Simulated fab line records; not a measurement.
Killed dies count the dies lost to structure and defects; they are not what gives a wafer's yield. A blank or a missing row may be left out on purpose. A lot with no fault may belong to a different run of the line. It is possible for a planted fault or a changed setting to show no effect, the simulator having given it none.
fab line records / flow ritCmos
[record] lots = 15 wafers = 45 lastDay = 8
route steps=202 shown SILICIDE@166 M1@202
lots with no fault: from the same line, run without faults
startH: hours from the record's opening day to when the first of the lot's shown wafers began / waitH: how many hours have passed since the lot's step before this one / " repeats the value in the row above / L1.1+2: several wafers, shown together as one row / - no value, or no start given / * or withheld: withheld / < > ~ a bound
route shown NAME@n: NAME is a module with steps in the file, n the number in the route of the first one / usual: mean and standard deviation over wafers with no fault / same: alike in all rows / chamber/n: place in a boat / sites: the reading at each site / _std_site: the values' standard deviation / _edge_site: mean of outer sites minus mean of inner sites / radiusMm: for every site, how far away it sits from the centre of the wafer / mask NAME#n: copy n / behind: the most recent tool/chamber to have shaped the wafer / hold: the reason the lot was held/the length of the hold in hours/how it ended / device: whichever transistor did not switch (one of n, p or np) / end of line: the route-end tests of the same wafers / a step without rows: its recipe alone / killed: dies that structure and defects cost at the first sort, which is not the same as the wafer's yield / map: per-die view of a wafer (x killed, . not killed, _ where there is no die)
set.NAME: the setting as run; set.NAME@STEP: as run at that earlier step / model.NAME: the simulator's own value behind a step, which no gauge read
route steps across a sampled set of lots; one table per step, one row per wafer
[[steps]]
[step RIT_SILICIDE_WET_ETCH_05]
[recipe] chemistry = SPM target = Ti tempC = 90 timeS = 120 dry = n2Spin
[usual] bathGuardTempC = 90.0/0.58 bathHeatDutyPct = 13.8/1.7
lot.wafer=L981.2 tool=wetBench-04 chamber=1 startH=62.86 waitH=0.0 bathGuardTempC=90.6 bathHeatDutyPct=11.0
lot.wafer=L981.5 tool=wetBench-04 chamber=1 startH=62.86 waitH=0.0 bathGuardTempC=90.5 bathHeatDutyPct=10.9
lot.wafer=L981.6 tool=wetBench-04 chamber=1 startH=62.86 waitH=0.0 bathGuardTempC=90.2 bathHeatDutyPct=11.3
lot.wafer=L980.1 tool=wetBench-03 chamber=0 startH=62.98 waitH=0.1 bathGuardTempC=89.1 bathHeatDutyPct=14.2
lot.wafer=L980.4 tool=wetBench-03 chamber=0 startH=62.98 waitH=0.1 bathGuardTempC=89.2 bathHeatDutyPct=13.8
lot.wafer=L980.6 tool=wetBench-03 chamber=0 startH=62.98 waitH=0.1 bathGuardTempC=88.8 bathHeatDutyPct=14.1
lot.wafer=L982.2 tool=wetBench-04 chamber=0 startH=72.21 waitH=0.0 bathGuardTempC=91.0 bathHeatDutyPct=12.3
lot.wafer=L982.3 tool=wetBench-04 chamber=0 startH=72.21 waitH=0.0 bathGuardTempC=90.9 bathHeatDutyPct=12.3
lot.wafer=L982.6 tool=wetBench-04 chamber=0 startH=72.21 waitH=0.0 bathGuardTempC=91.2 bathHeatDutyPct=14.5
lot.wafer=L989.1 tool=wetBench-03 chamber=1 startH=104.72 waitH=0.1 bathGuardTempC=- bathHeatDutyPct=-
lot.wafer=L989.2 tool=wetBench-03 chamber=1 startH=104.72 waitH=0.1 bathGuardTempC=- bathHeatDutyPct=-
lot.wafer=L989.4 tool=wetBench-03 chamber=1 startH=104.72 waitH=0.1 bathGuardTempC=- bathHeatDutyPct=-
lot.wafer=L990.1 tool=wetBench-02 chamber=2 startH=110.75 waitH=0.1 bathGuardTempC=- bathHeatDutyPct=-
lot.wafer=L990.2 tool=wetBench-02 chamber=2 startH=110.75 waitH=0.1 bathGuardTempC=- bathHeatDutyPct=-
lot.wafer=L990.6 tool=wetBench-02 chamber=2 startH=110.75 waitH=0.1 bathGuardTempC=- bathHeatDutyPct=-
lot.wafer=L991.2 tool=wetBench-04 chamber=3 startH=115.51 waitH=0.0 bathGuardTempC=- bathHeatDutyPct=-
lot.wafer=L991.4 tool=wetBench-04 chamber=3 startH=115.51 waitH=0.0 bathGuardTempC=- bathHeatDutyPct=-
lot.wafer=L991.5 tool=wetBench-04 chamber=3 startH=115.51 waitH=0.0 bathGuardTempC=- bathHeatDutyPct=-
lot.wafer=L992.2 tool=wetBench-03 chamber=1 startH=119.84 waitH=0.0 bathGuardTempC=89.7 bathHeatDutyPct=12.1
lot.wafer=L992.3 tool=wetBench-03 chamber=1 startH=119.84 waitH=0.0 bathGuardTempC=89.7 bathHeatDutyPct=11.5
lot.wafer=L992.4 tool=wetBench-03 chamber=1 startH=119.84 waitH=0.0 bathGuardTempC=89.5 bathHeatDutyPct=13.4
lot.wafer=L993.2 tool=wetBench-04 chamber=2 startH=123.73 waitH=0.0 bathGuardTempC=90.0 bathHeatDutyPct=13.3
lot.wafer=L993.5 tool=wetBench-04 chamber=2 startH=123.73 waitH=0.0 bathGuardTempC=90.1 bathHeatDutyPct=15.0
lot.wafer=L993.6 tool=wetBench-04 chamber=2 startH=123.73 waitH=0.0 bathGuardTempC=89.9 bathHeatDutyPct=13.1
lot.wafer=L995.2 tool=wetBench-03 chamber=0 startH=133.41 waitH=0.0 bathGuardTempC=88.9 bathHeatDutyPct=13.4
lot.wafer=L995.4 tool=wetBench-03 chamber=0 startH=133.41 waitH=0.0 bathGuardTempC=89.1 bathHeatDutyPct=13.5
lot.wafer=L995.5 tool=wetBench-03 chamber=0 startH=133.41 waitH=0.0 bathGuardTempC=88.9 bathHeatDutyPct=13.8
lot.wafer=L996.1 tool=wetBench-04 chamber=0 startH=138.42 waitH=0.1 bathGuardTempC=90.6 bathHeatDutyPct=13.3
lot.wafer=L996.4 tool=wetBench-04 chamber=0 startH=138.42 waitH=0.1 bathGuardTempC=91.1 bathHeatDutyPct=14.2
lot.wafer=L996.6 tool=wetBench-04 chamber=0 startH=138.42 waitH=0.1 bathGuardTempC=91.0 bathHeatDutyPct=13.9
lot.wafer=L997.1 tool=wetBench-04 chamber=2 startH=144.13 waitH=0.1 bathGuardTempC=90.1 bathHeatDutyPct=14.1
lot.wafer=L997.3 tool=wetBench-04 chamber=2 startH=144.13 waitH=0.1 bathGuardTempC=89.7 bathHeatDutyPct=14.7
lot.wafer=L997.5 tool=wetBench-04 chamber=2 startH=144.13 waitH=0.1 bathGuardTempC=90.1 bathHeatDutyPct=14.3
lot.wafer=L998.1 tool=wetBench-02 chamber=1 startH=148.53 waitH=0.1 bathGuardTempC=90.0 bathHeatDutyPct=14.4
lot.wafer=L998.4 tool=wetBench-02 chamber=1 startH=148.53 waitH=0.1 bathGuardTempC=89.8 bathHeatDutyPct=13.5
lot.wafer=L998.6 tool=wetBench-02 chamber=1 startH=148.53 waitH=0.1 bathGuardTempC=89.8 bathHeatDutyPct=13.7
lot.wafer=L999.2 tool=wetBench-04 chamber=2 startH=153.23 waitH=0.1 bathGuardTempC=89.6 bathHeatDutyPct=13.8
lot.wafer=L999.3 tool=wetBench-04 chamber=2 startH=153.23 waitH=0.1 bathGuardTempC=89.3 bathHeatDutyPct=13.3
lot.wafer=L999.5 tool=wetBench-04 chamber=2 startH=153.23 waitH=0.1 bathGuardTempC=90.1 bathHeatDutyPct=14.9
lot.wafer=L101.2 tool=wetBench-03 chamber=0 startH=166.66 waitH=0.1 bathGuardTempC=89.1 bathHeatDutyPct=13.8
lot.wafer=L101.3 tool=wetBench-03 chamber=0 startH=166.66 waitH=0.1 bathGuardTempC=89.1 bathHeatDutyPct=13.7
lot.wafer=L101.5 tool=wetBench-03 chamber=0 startH=166.66 waitH=0.1 bathGuardTempC=88.9 bathHeatDutyPct=13.8
lot.wafer=L102.1 tool=wetBench-02 chamber=2 startH=173.24 waitH=0.1 bathGuardTempC=89.7 bathHeatDutyPct=17.4
lot.wafer=L102.3 tool=wetBench-02 chamber=2 startH=173.24 waitH=0.1 bathGuardTempC=89.8 bathHeatDutyPct=18.9
lot.wafer=L102.6 tool=wetBench-02 chamber=2 startH=173.24 waitH=0.1 bathGuardTempC=89.7 bathHeatDutyPct=16.1
[step RIT_M1_PROBE_99]
[usual] killedAtContacts = 0.1/0.31 killedAtFrontEnd = 6.3/2.7 killedDies = 6.4/2.7 killedOnRim = 1.7/1.4 killedOpen = 3.3/2 killedShort = 3/1.8
[same] grossDies = 264 killed_at_M0_to_M3 = 0 killed_at_M4_up = 0 killedAtBackSide = 0 killedAtOther = 0
lot.wafer=L981.2 tool=prober-02 chamber=- startH=69.38 waitH=0.1 hold=- killedAtContacts=0 killedAtFrontEnd=8 killedDies=8 killedOnRim=2 killedOpen=3 killedShort=5
lot.wafer=L981.5 tool=prober-02 chamber=- startH=69.53 waitH=0.2 hold=- killedAtContacts=0 killedAtFrontEnd=8 killedDies=8 killedOnRim=6 killedOpen=4 killedShort=4
lot.wafer=L981.6 tool=prober-02 chamber=- startH=69.58 waitH=0.2 hold=- killedAtContacts=0 killedAtFrontEnd=7 killedDies=7 killedOnRim=1 killedOpen=3 killedShort=4
lot.wafer=L980.1 tool=prober-01 chamber=- startH=70.83 waitH=0.1 hold=- killedAtContacts=0 killedAtFrontEnd=2 killedDies=2 killedOnRim=0 killedOpen=2 killedShort=0
lot.wafer=L980.4 tool=prober-01 chamber=- startH=70.98 waitH=0.2 hold=- killedAtContacts=0 killedAtFrontEnd=5 killedDies=5 killedOnRim=1 killedOpen=1 killedShort=4
lot.wafer=L980.6 tool=prober-01 chamber=- startH=71.08 waitH=0.2 hold=- killedAtContacts=0 killedAtFrontEnd=6 killedDies=6 killedOnRim=1 killedOpen=2 killedShort=4
lot.wafer=L982.2 tool=prober-02 chamber=- startH=78.96 waitH=0.1 hold=- killedAtContacts=0 killedAtFrontEnd=6 killedDies=6 killedOnRim=0 killedOpen=3 killedShort=3
lot.wafer=L982.3 tool=prober-02 chamber=- startH=79.01 waitH=0.2 hold=- killedAtContacts=0 killedAtFrontEnd=8 killedDies=8 killedOnRim=3 killedOpen=4 killedShort=4
lot.wafer=L982.6 tool=prober-02 chamber=- startH=79.16 waitH=0.2 hold=- killedAtContacts=0 killedAtFrontEnd=5 killedDies=5 killedOnRim=2 killedOpen=3 killedShort=2
lot.wafer=L989.1 tool=prober-01 chamber=- startH=111.20 waitH=0.1 hold=awaitDispo/12.0h/scrap killedAtContacts=0 killedAtFrontEnd=264 killedDies=264 killedOnRim=70 killedOpen=3 killedShort=5
lot.wafer=L989.2 tool=prober-01 chamber=- startH=111.25 waitH=0.1 hold=awaitDispo/12.0h/scrap killedAtContacts=0 killedAtFrontEnd=264 killedDies=264 killedOnRim=70 killedOpen=3 killedShort=6
lot.wafer=L989.4 tool=prober-01 chamber=- startH=111.35 waitH=0.2 hold=awaitDispo/12.0h/scrap killedAtContacts=0 killedAtFrontEnd=264 killedDies=264 killedOnRim=70 killedOpen=5 killedShort=2
lot.wafer=L990.1 tool=prober-02 chamber=- startH=117.40 waitH=0.1 hold=awaitDispo/2.7h/scrap killedAtContacts=0 killedAtFrontEnd=264 killedDies=264 killedOnRim=70 killedOpen=4 killedShort=5
lot.wafer=L990.2 tool=prober-02 chamber=- startH=117.45 waitH=0.1 hold=awaitDispo/2.7h/scrap killedAtContacts=0 killedAtFrontEnd=264 killedDies=264 killedOnRim=70 killedOpen=5 killedShort=1
lot.wafer=L990.6 tool=prober-02 chamber=- startH=117.65 waitH=0.2 hold=awaitDispo/2.7h/scrap killedAtContacts=0 killedAtFrontEnd=264 killedDies=264 killedOnRim=70 killedOpen=2 killedShort=1
lot.wafer=L991.2 tool=prober-02 chamber=- startH=122.31 waitH=0.1 hold=awaitDispo/2.4h/scrap killedAtContacts=0 killedAtFrontEnd=264 killedDies=264 killedOnRim=70 killedOpen=2 killedShort=2
lot.wafer=L991.4 tool=prober-02 chamber=- startH=122.41 waitH=0.2 hold=awaitDispo/2.4h/scrap killedAtContacts=0 killedAtFrontEnd=264 killedDies=264 killedOnRim=70 killedOpen=10 killedShort=3
lot.wafer=L991.5 tool=prober-02 chamber=- startH=122.46 waitH=0.2 hold=awaitDispo/2.4h/scrap killedAtContacts=0 killedAtFrontEnd=264 killedDies=264 killedOnRim=70 killedOpen=3 killedShort=0
lot.wafer=L992.2 tool=prober-01 chamber=- startH=126.51 waitH=0.1 hold=- killedAtContacts=1 killedAtFrontEnd=6 killedDies=7 killedOnRim=1 killedOpen=3 killedShort=4
lot.wafer=L992.3 tool=prober-01 chamber=- startH=126.56 waitH=0.2 hold=- killedAtContacts=1 killedAtFrontEnd=7 killedDies=8 killedOnRim=1 killedOpen=3 killedShort=5
lot.wafer=L992.4 tool=prober-01 chamber=- startH=126.61 waitH=0.2 hold=- killedAtContacts=0 killedAtFrontEnd=7 killedDies=7 killedOnRim=3 killedOpen=4 killedShort=3
lot.wafer=L993.2 tool=prober-02 chamber=- startH=130.17 waitH=0.1 hold=- killedAtContacts=0 killedAtFrontEnd=6 killedDies=6 killedOnRim=1 killedOpen=4 killedShort=2
lot.wafer=L993.5 tool=prober-02 chamber=- startH=130.32 waitH=0.2 hold=- killedAtContacts=0 killedAtFrontEnd=9 killedDies=9 killedOnRim=3 killedOpen=3 killedShort=6
lot.wafer=L993.6 tool=prober-02 chamber=- startH=130.37 waitH=0.2 hold=- killedAtContacts=0 killedAtFrontEnd=4 killedDies=4 killedOnRim=0 killedOpen=3 killedShort=1
lot.wafer=L995.2 tool=prober-02 chamber=- startH=139.80 waitH=0.1 hold=- killedAtContacts=0 killedAtFrontEnd=6 killedDies=6 killedOnRim=2 killedOpen=4 killedShort=2
lot.wafer=L995.4 tool=prober-02 chamber=- startH=139.90 waitH=0.2 hold=- killedAtContacts=0 killedAtFrontEnd=8 killedDies=8 killedOnRim=1 killedOpen=0 killedShort=8
lot.wafer=L995.5 tool=prober-02 chamber=- startH=139.95 waitH=0.2 hold=- killedAtContacts=0 killedAtFrontEnd=12 killedDies=12 killedOnRim=5 killedOpen=8 killedShort=4
lot.wafer=L996.1 tool=prober-01 chamber=- startH=144.80 waitH=0.1 hold=- killedAtContacts=0 killedAtFrontEnd=2 killedDies=2 killedOnRim=0 killedOpen=0 killedShort=1
lot.wafer=L996.4 tool=prober-01 chamber=- startH=144.95 waitH=0.2 hold=- killedAtContacts=0 killedAtFrontEnd=7 killedDies=7 killedOnRim=1 killedOpen=3 killedShort=2
lot.wafer=L996.6 tool=prober-01 chamber=- startH=145.05 waitH=0.2 hold=- killedAtContacts=1 killedAtFrontEnd=4 killedDies=5 killedOnRim=1 killedOpen=2 killedShort=3
lot.wafer=L997.1 tool=prober-02 chamber=- startH=150.63 waitH=0.1 hold=- killedAtContacts=0 killedAtFrontEnd=5 killedDies=5 killedOnRim=1 killedOpen=3 killedShort=1
lot.wafer=L997.3 tool=prober-02 chamber=- startH=150.73 waitH=0.2 hold=- killedAtContacts=1 killedAtFrontEnd=9 killedDies=10 killedOnRim=2 killedOpen=4 killedShort=6
lot.wafer=L997.5 tool=prober-02 chamber=- startH=150.83 waitH=0.2 hold=- killedAtContacts=0 killedAtFrontEnd=3 killedDies=3 killedOnRim=1 killedOpen=1 killedShort=2
lot.wafer=L998.1 tool=prober-01 chamber=- startH=155.19 waitH=0.1 hold=- killedAtContacts=0 killedAtFrontEnd=5 killedDies=5 killedOnRim=1 killedOpen=1 killedShort=4
lot.wafer=L998.4 tool=prober-01 chamber=- startH=155.34 waitH=0.2 hold=- killedAtContacts=1 killedAtFrontEnd=5 killedDies=6 killedOnRim=2 killedOpen=2 killedShort=4
lot.wafer=L998.6 tool=prober-01 chamber=- startH=155.44 waitH=0.2 hold=- killedAtContacts=0 killedAtFrontEnd=2 killedDies=2 killedOnRim=1 killedOpen=1 killedShort=1
lot.wafer=L999.2 tool=prober-02 chamber=- startH=159.78 waitH=0.1 hold=- killedAtContacts=0 killedAtFrontEnd=6 killedDies=6 killedOnRim=3 killedOpen=3 killedShort=3
lot.wafer=L999.3 tool=prober-02 chamber=- startH=159.83 waitH=0.2 hold=- killedAtContacts=0 killedAtFrontEnd=5 killedDies=5 killedOnRim=2 killedOpen=4 killedShort=1
lot.wafer=L999.5 tool=prober-02 chamber=- startH=159.93 waitH=0.2 hold=- killedAtContacts=0 killedAtFrontEnd=2 killedDies=2 killedOnRim=0 killedOpen=2 killedShort=0
lot.wafer=L101.2 tool=prober-02 chamber=- startH=173.11 waitH=0.1 hold=- killedAtContacts=0 killedAtFrontEnd=7 killedDies=7 killedOnRim=2 killedOpen=2 killedShort=5
lot.wafer=L101.3 tool=prober-02 chamber=- startH=173.16 waitH=0.2 hold=- killedAtContacts=0 killedAtFrontEnd=8 killedDies=8 killedOnRim=0 killedOpen=4 killedShort=4
lot.wafer=L101.5 tool=prober-02 chamber=- startH=173.26 waitH=0.2 hold=- killedAtContacts=0 killedAtFrontEnd=6 killedDies=6 killedOnRim=2 killedOpen=3 killedShort=3
lot.wafer=L102.1 tool=prober-01 chamber=- startH=179.76 waitH=0.1 hold=- killedAtContacts=0 killedAtFrontEnd=1 killedDies=1 killedOnRim=0 killedOpen=1 killedShort=0
lot.wafer=L102.3 tool=prober-01 chamber=- startH=179.86 waitH=0.2 hold=- killedAtContacts=1 killedAtFrontEnd=5 killedDies=6 killedOnRim=0 killedOpen=2 killedShort=4
lot.wafer=L102.6 tool=prober-01 chamber=- startH=180.01 waitH=0.2 hold=- killedAtContacts=0 killedAtFrontEnd=7 killedDies=7 killedOnRim=3 killedOpen=5 killedShort=2
// killed by level:class
L981.2 FOX2:geometricParticle:short=2 REOX:geometricParticle:short=2 ACTIVE:geometricParticle:open=1 GATE:geometricParticle:open=1 GATE:geometricParticle:short=1 SILICIDE:geometricParticle:open=1
L981.5 FOX1:geometricParticle:short=2 SPACER:geometricParticle:open=2 FOX2:geometricParticle:open=1 FOX2:geometricParticle:short=1 REOX:geometricParticle:open=1 SILICIDE:geometricParticle:short=1
L981.6 GATE:geometricParticle:short=2 SILICIDE:geometricParticle:open=2 REOX:geometricParticle:short=1 REOX:geometricParticle:open=1 SPACER:geometricParticle:short=1
L980.1 FOX1:geometricParticle:open=1 SPACER:geometricParticle:open=1
L980.4 GATE:geometricParticle:short=2 FOX1:geometricParticle:short=1 REOX:geometricParticle:open=1 SILICIDE:geometricParticle:short=1
L980.6 GATE:geometricParticle:short=2 FOX1:geometricParticle:short=1 REOX:geometricParticle:short=1 REOX:geometricParticle:open=1 SPACER:geometricParticle:open=1
L982.2 SPACER:geometricParticle:short=2 GATE:geometricParticle:open=1 REOX:geometricParticle:open=1 SPACER:geometricParticle:open=1 SILICIDE:geometricParticle:short=1
L982.3 FOX2:geometricParticle:short=2 GATE:geometricParticle:open=2 ACTIVE:geometricParticle:open=1 FOX1:geometricParticle:short=1 GATE:geometricParticle:short=1 REOX:geometricParticle:open=1
L982.6 GATE:geometricParticle:short=2 FOX1:geometricParticle:open=1 GATE:geometricParticle:open=1 SILICIDE:geometricParticle:open=1
L989.1 SILICIDE:areaEtch=256 GATE:geometricParticle:open=2 GATE:geometricParticle:short=2 FOX1:geometricParticle:short=1 FOX1:geometricParticle:open=1 REOX:geometricParticle:short=1 SILICIDE:geometricParticle:short=1
L989.2 SILICIDE:areaEtch=255 GATE:geometricParticle:short=3 GATE:geometricParticle:open=2 FOX1:geometricParticle:short=1 SPACER:geometricParticle:short=1 SILICIDE:geometricParticle:short=1 SILICIDE:geometricParticle:open=1
L989.4 SILICIDE:areaEtch=255 FOX1:geometricParticle:open=2 SILICIDE:geometricParticle:open=2 NLDD:coatMicrobubblePrinted=2 FOX1:geometricParticle:short=1 GATE:geometricParticle:short=1 GATE:geometricParticle:open=1
L990.1 SILICIDE:areaEtch=255 REOX:geometricParticle:short=2 GATE:geometricParticle:open=2 FOX1:geometricParticle:open=1 FOX1:geometricParticle:short=1 GATE:geometricParticle:short=1 SPACER:geometricParticle:short=1 SILICIDE:geometricParticle:open=1
L990.2 SILICIDE:areaEtch=258 GATE:geometricParticle:open=3 FOX1:geometricParticle:short=1 FOX2:geometricParticle:open=1 SPACER:geometricParticle:open=1
L990.6 SILICIDE:areaEtch=261 GATE:geometricParticle:short=1 REOX:geometricParticle:open=1 SPACER:geometricParticle:open=1
L991.2 SILICIDE:areaEtch=260 GATE:geometricParticle:open=2 GATE:geometricParticle:short=1 SILICIDE:geometricParticle:short=1
L991.4 SILICIDE:areaEtch=251 GATE:geometricParticle:open=7 SILICIDE:geometricParticle:open=2 FOX1:geometricParticle:short=1 REOX:geometricParticle:open=1 SPACER:geometricParticle:short=1 SILICIDE:geometricParticle:short=1
L991.5 SILICIDE:areaEtch=261 GATE:geometricParticle:open=2 REOX:geometricParticle:open=1
L992.2 REOX:geometricParticle:open=2 FOX2:geometricParticle:short=1 GATE:geometricParticle:open=1 GATE:geometricParticle:short=1 SPACER:geometricParticle:short=1 CONTACT:geometricParticle:short=1
L992.3 GATE:geometricParticle:short=4 GATE:geometricParticle:open=2 FOX1:geometricParticle:open=1 CONTACT:geometricParticle:short=1
L992.4 GATE:geometricParticle:open=2 FOX1:geometricParticle:short=1 REOX:geometricParticle:open=1 REOX:geometricParticle:short=1 SPACER:geometricParticle:open=1 SPACER:geometricParticle:short=1
L993.2 GATE:geometricParticle:open=2 REOX:geometricParticle:open=1 REOX:geometricParticle:short=1 SPACER:geometricParticle:open=1 SPACER:geometricParticle:short=1
L993.5 FOX2:geometricParticle:short=2 FOX2:geometricParticle:open=2 GATE:geometricParticle:short=2 FOX1:geometricParticle:short=1 REOX:geometricParticle:open=1 REOX:geometricParticle:short=1
L993.6 GATE:geometricParticle:open=2 REOX:geometricParticle:short=1 REOX:geometricParticle:open=1
L995.2 FOX1:geometricParticle:short=1 GATE:geometricParticle:open=1 REOX:geometricParticle:open=1 SPACER:geometricParticle:short=1 SPACER:geometricParticle:open=1 SILICIDE:geometricParticle:open=1
L995.4 GATE:geometricParticle:short=2 REOX:geometricParticle:short=2 ACTIVE:geometricParticle:short=1 FOX1:geometricParticle:short=1 SPACER:geometricParticle:short=1 SILICIDE:geometricParticle:short=1
L995.5 GATE:geometricParticle:open=4 GATE:geometricParticle:short=2 FOX1:geometricParticle:short=1 FOX1:geometricParticle:open=1 FOX2:geometricParticle:open=1 REOX:geometricParticle:short=1 SPACER:geometricParticle:open=1 SILICIDE:geometricParticle:open=1
L996.1 FOX1:geometricParticle:short=1 NWELL:coatMicrobubblePrinted=1
L996.4 REOX:geometricParticle:open=3 NWELL:coatMicrobubblePrinted=2 GATE:geometricParticle:short=1 REOX:geometricParticle:short=1
L996.6 FOX1:geometricParticle:short=1 GATE:geometricParticle:open=1 REOX:geometricParticle:open=1 REOX:geometricParticle:short=1 CONTACT:geometricParticle:short=1
L997.1 REOX:geometricParticle:open=1 SPACER:geometricParticle:open=1 SILICIDE:geometricParticle:short=1 SILICIDE:geometricParticle:open=1 GATE:coatMicrobubblePrinted=1
L997.3 SILICIDE:geometricParticle:short=3 GATE:geometricParticle:open=2 REOX:geometricParticle:open=2 FOX1:geometricParticle:short=1 GATE:geometricParticle:short=1 CONTACT:geometricParticle:short=1
L997.5 FOX1:geometricParticle:short=1 GATE:geometricParticle:open=1 REOX:geometricParticle:short=1
L998.1 SPACER:geometricParticle:short=2 FOX2:geometricParticle:short=1 GATE:geometricParticle:short=1 SPACER:geometricParticle:open=1
L998.4 SPACER:geometricParticle:open=2 FOX1:geometricParticle:short=1 FOX2:geometricParticle:short=1 SPACER:geometricParticle:short=1 CONTACT:geometricParticle:short=1
L998.6 SPACER:geometricParticle:short=1 SILICIDE:geometricParticle:open=1
L999.2 FOX1:geometricParticle:open=1 FOX2:geometricParticle:short=1 REOX:geometricParticle:short=1 SPACER:geometricParticle:short=1 SPACER:geometricParticle:open=1 SILICIDE:geometricParticle:open=1
L999.3 FOX1:geometricParticle:open=1 GATE:geometricParticle:open=1 REOX:geometricParticle:open=1 SPACER:geometricParticle:open=1 SILICIDE:geometricParticle:short=1
L999.5 GATE:geometricParticle:open=1 REOX:geometricParticle:open=1
L101.2 GATE:geometricParticle:short=2 SPACER:geometricParticle:short=2 SPACER:geometricParticle:open=1 SILICIDE:geometricParticle:short=1 SILICIDE:geometricParticle:open=1
L101.3 GATE:geometricParticle:open=2 GATE:geometricParticle:short=2 FOX2:geometricParticle:open=1 SPACER:geometricParticle:short=1 SPACER:geometricParticle:open=1 SILICIDE:geometricParticle:short=1
L101.5 GATE:geometricParticle:open=2 FOX1:geometricParticle:open=1 FOX2:geometricParticle:short=1 GATE:geometricParticle:short=1 SPACER:geometricParticle:short=1
L102.1 GATE:geometricParticle:open=1
L102.3 GATE:geometricParticle:short=3 FOX1:geometricParticle:short=1 SPACER:geometricParticle:open=1 CONTACT:geometricParticle:open=1
L102.6 GATE:geometricParticle:open=3 GATE:geometricParticle:short=2 FOX1:geometricParticle:open=1 REOX:geometricParticle:open=1
[[key]]
[firstSign] step = RIT_SILICIDE_WET_ETCH_05 reading = toolRecord direction = missing
[effect] step = RIT_M1_PROBE_99 reading = killedDies direction = up sigmas = 96 usual = 6.4 struck = 264
[moreKillsBornAt] RIT_SILICIDE_WET_ETCH_05@wetBench-02 = 774 RIT_SILICIDE_WET_ETCH_05@wetBench-04 = 772 RIT_SILICIDE_WET_ETCH_05@wetBench-03 = 766
metAt RIT_SILICIDE_WET_ETCH_05
struckLots L989,L990,L991
laterRowsLeftOut L989.1,L989.2,L989.4,L990.1,L990.2,L990.6,L991.2,L991.4,L991.5
testerLeftOut L989,L990,L991
onsetBetween 72.21 104.72
[fault] kind = skippedStepWhole tool = wetBench-02,wetBench-03,wetBench-04 chamber = - onsetH = 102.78 steps = RIT_SILICIDE_WET_ETCH_05 scope = struckLotsOnly
// testerLeftOut: of these lots the tester's yield and bins aren't shown, on N5 and GAA mostly nor the transistor test; their killed dies are dies lost to structure and defects alone, not to doping, threshold or leakage, so they don't give the yield
// laterRowsLeftOut: the simulator's readings of these wafers behind a module that went badly wrong aren't trusted and aren't shown, but for the sort
